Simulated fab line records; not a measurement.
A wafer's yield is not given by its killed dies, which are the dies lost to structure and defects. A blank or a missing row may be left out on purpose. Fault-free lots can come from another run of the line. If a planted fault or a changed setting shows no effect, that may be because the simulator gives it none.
Comparing a struck lot with a sound one | flow berkeleyCmos170 | 18 steps out of a route of 331
Sound: these wafers, L267.2, L267.3, L267.6. Wafers struck: L273.1, L273.4, L273.5. The cause comes at the end.
Order at every step that has rows: each side's tool, ch and its chambers, its first start. Under that, the readings that differ: sound wafers | struck wafers | difference of the means | sigmas: that difference in standard deviations of wafers without a fault.
alike: a reading whose means differ by less than 2 such deviations, as well as words and numbers matching on both sides. not compared: withheld readings; readings where some wafer has no value; bounds like >300 that might hide an equal value; numbers whose values overlap and for which the record gives no deviation.
Wherever a step has rows on one side only, a row that says differs or no value, or a row with sigmas, the two part there. Numbers that don't overlap but have no deviation are shown without sigmas and don't part them. Lack of a reading on every wafer of one side parts them only where that side has two or more wafers.

first, 2 steps without rows for these wafers: UCB170_NVT_PEB_04; UCB170_NVT_DEVELOP_05 (develop time 45 s).
UCB170_NVT_OVL_MEAS_06:
  sound on overlay-02 at day 8 13:11; struck on overlay-02 at day 9 20:41
  alike: NVT_OVL
then, 1 step without rows for these wafers: UCB170_NVT_IMPLANT_07.
UCB170_NVT_STRIP_08: strips in O2.
  sound on plasmaAsher-01 ch 0,1, day 8 13:22; struck on plasmaAsher-01 ch 0,1, day 9 20:52
  alike: drypumpMotorCurrentA, o2FlowSccm, oesProductAu, stripTimeToEndpointS
  not compared: rfHoursCounterH
UCB170_NVT_TW_MEAS_09:
  sound on filmMetro-01 at day 8 13:28; struck on filmMetro-03 at day 9 20:58
reading | sound       | struck      | difference | sigmas
NVT_TW  | 538 534 535 | 524 526 522 | -12        | -2
then, 6 steps without rows for these wafers: UCB170_NVT_CLEAN_10 (cleans in SPM, time 600 s); UCB170_PVT_HMDS_00 (prime time 60 s); UCB170_PVT_COAT_01 (resist thk 900 nm); UCB170_PVT_SOFTBAKE_02 (time 60 s); UCB170_PVT_EXPOSE_03 (exposes mask NWELL, target cd 3000 nm); UCB170_PVT_PEB_04.
UCB170_PVT_DEVELOP_05: develop time 45 s.
  sound on lithoTrack-01 ch 0, day 8 16:00; struck on lithoTrack-01 ch 0, day 10 01:00
UCB170_PVT_OVL_MEAS_06:
  sound on overlay-02 at day 8 16:23; struck on overlay-02 at day 10 01:11
  alike: PVT_OVL
then, 1 step without rows for these wafers: UCB170_PVT_IMPLANT_07.
UCB170_PVT_STRIP_08: strips in O2.
  sound on plasmaAsher-02 ch 0,1, day 8 16:34; struck on plasmaAsher-03 ch 0,1, day 10 01:23
  alike: drypumpMotorCurrentA, o2FlowSccm, oesProductAu, stripTimeToEndpointS
  not compared: rfHoursCounterH
UCB170_PVT_TW_MEAS_09:
  sound on filmMetro-04 at day 8 16:40; struck on filmMetro-04 at day 10 01:29
reading | sound       | struck   | difference | sigmas
PVT_TW  | 507 506 508 | 31 31 31 | -476       | -99 or more
then, 1 step without rows for these wafers: UCB170_GATE_WET_ETCH_00 (etches SiO2 in dHF, time 200 s).

== WHERE THEY PART ==
At UCB170_NVT_TW_MEAS_09 first; at UCB170_PVT_TW_MEAS_09 last (within this record only).

WHY: what the simulator had put in
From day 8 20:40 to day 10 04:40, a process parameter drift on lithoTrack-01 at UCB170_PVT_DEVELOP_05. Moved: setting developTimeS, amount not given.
